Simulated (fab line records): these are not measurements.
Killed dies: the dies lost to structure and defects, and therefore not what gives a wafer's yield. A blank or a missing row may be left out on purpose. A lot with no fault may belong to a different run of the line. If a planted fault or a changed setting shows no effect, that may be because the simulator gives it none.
The same fault as seen by 2 desks || flow ritCmos || each desk has only its own numbers; what lay behind them comes last

## METROLOGY DESK
What the gauges read, lot by lot, whatever tool the lot ran on: means of the sampled wafers that have a number. Marked OUT: a lot whose mean sits more than 4 standard deviations from the usual mean, which makes it out of limits; the brackets give that distance.
Columns: A = PRETRO_OVL at RIT_PRETRO_OVL_MEAS_06, usual 0.7 nm; B = GATE_OVL at RIT_GATE_OVL_MEAS_17, usual 0.9 nm; C = PSD_TW at RIT_PSD_TW_MEAS_10, usual 3413
{"lot": "L756", "first seen here": "day 2 10:12", "A": 0.7, "B": 1.8, "C": 3407}
{"lot": "L757", "first seen here": "day 2 12:16", "A": -0.2, "B": 2.4, "C": 3406}
{"lot": "L758", "first seen here": "day 2 18:02", "A": 1.1, "B": 1.6, "C": 3415}
{"lot": "L759", "first seen here": "day 2 23:29", "A": 1.0, "B": 0.2, "C": 3423}
{"lot": "L760", "first seen here": "day 3 05:46", "A": 1.0, "B": 0.1, "C": 3403}
{"lot": "L762", "first seen here": "day 3 16:07", "A": -0.8, "B": 0.4, "C": 3387}
{"lot": "L763", "first seen here": "day 3 19:45", "A": -0.6, "B": 2.0, "C": 3406}
{"lot": "L769", "first seen here": "day 5 01:39", "A": 0.7, "B": -0.3, "C": "30 (-99 or more) OUT"}
{"lot": "L770", "first seen here": "day 5 05:02", "A": 0.4, "B": 0.8, "C": "30 (-99 or more) OUT"}
{"lot": "L771", "first seen here": "day 5 10:41", "A": -1.0, "B": 0.5, "C": "30 (-99 or more) OUT"}
{"lot": "L773", "first seen here": "day 6 02:44", "A": 0.9, "B": 1.0, "C": 3451}
{"lot": "L776", "first seen here": "day 6 15:44", "A": -0.1, "B": 0.4, "C": 3414}
{"lot": "L777", "first seen here": "day 6 17:56", "A": 1.5, "B": 1.6, "C": 3390}
{"lot": "L778", "first seen here": "day 6 22:23", "A": 0.6, "B": -0.2, "C": 3387}
{"lot": "L779", "first seen here": "day 7 05:06", "A": 0.1, "B": 1.0, "C": 3416}
This desk's result: L769, L770, L771 out of limits, first on L769 (PSD_TW at RIT_PSD_TW_MEAS_10), day 5 19:58. L756, L757, L758, L759, L760, L762, L763, L773, L776, L777, L778, L779 stayed within limits.

## DESK OF THE TOOL OWNER: plasmaAsher-03
The tool's own readings at RIT_NSD_STRIP_09 (strips in O2, time 180 s): means of the sampled wafers that have a number, for each lot that ran on this tool. Marked OUT: a lot whose mean sits more than 4 standard deviations from the usual mean, which makes it out of limits; the brackets give that distance.
Columns: A = chamberPressureMTorr at RIT_NSD_STRIP_09, usual 4000 mTorr; B = drypumpMotorCurrentA at RIT_NSD_STRIP_09, usual 5.78 A
{"lot": "L758", "first seen here": "day 3 12:23", "A": 4002, "B": 5.81}
{"lot": "L760", "first seen here": "day 3 21:44", "A": 4000, "B": 5.83}
{"lot": "L763", "first seen here": "day 4 12:42", "A": 4000, "B": 5.81}
{"lot": "L773", "first seen here": "day 6 19:21", "A": 3999, "B": 5.74}
{"lot": "L778", "first seen here": "day 7 20:17", "A": 4000, "B": 5.72}
Finding of this desk: none of the 5 lots has anything out of limits.

## BROUGHT TOGETHER
Metrology desk: alarm possible at day 5 19:58 on L769, L770, L771.
The desk of the tool owner found nothing out of limits.
The tool owner's desk has no number on record for L769, L770, L771.
Of the lots named, all ran RIT_NSD_STRIP_09 on plasmaAsher-03.

## WHAT WAS PUT IN BY THE SIMULATOR
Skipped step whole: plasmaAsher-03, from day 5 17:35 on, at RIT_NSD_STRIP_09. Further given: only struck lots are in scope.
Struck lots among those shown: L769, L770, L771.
Per desk, hours elapsed from the start of the fault to the first reading out of limits: for the metrology desk, 2.
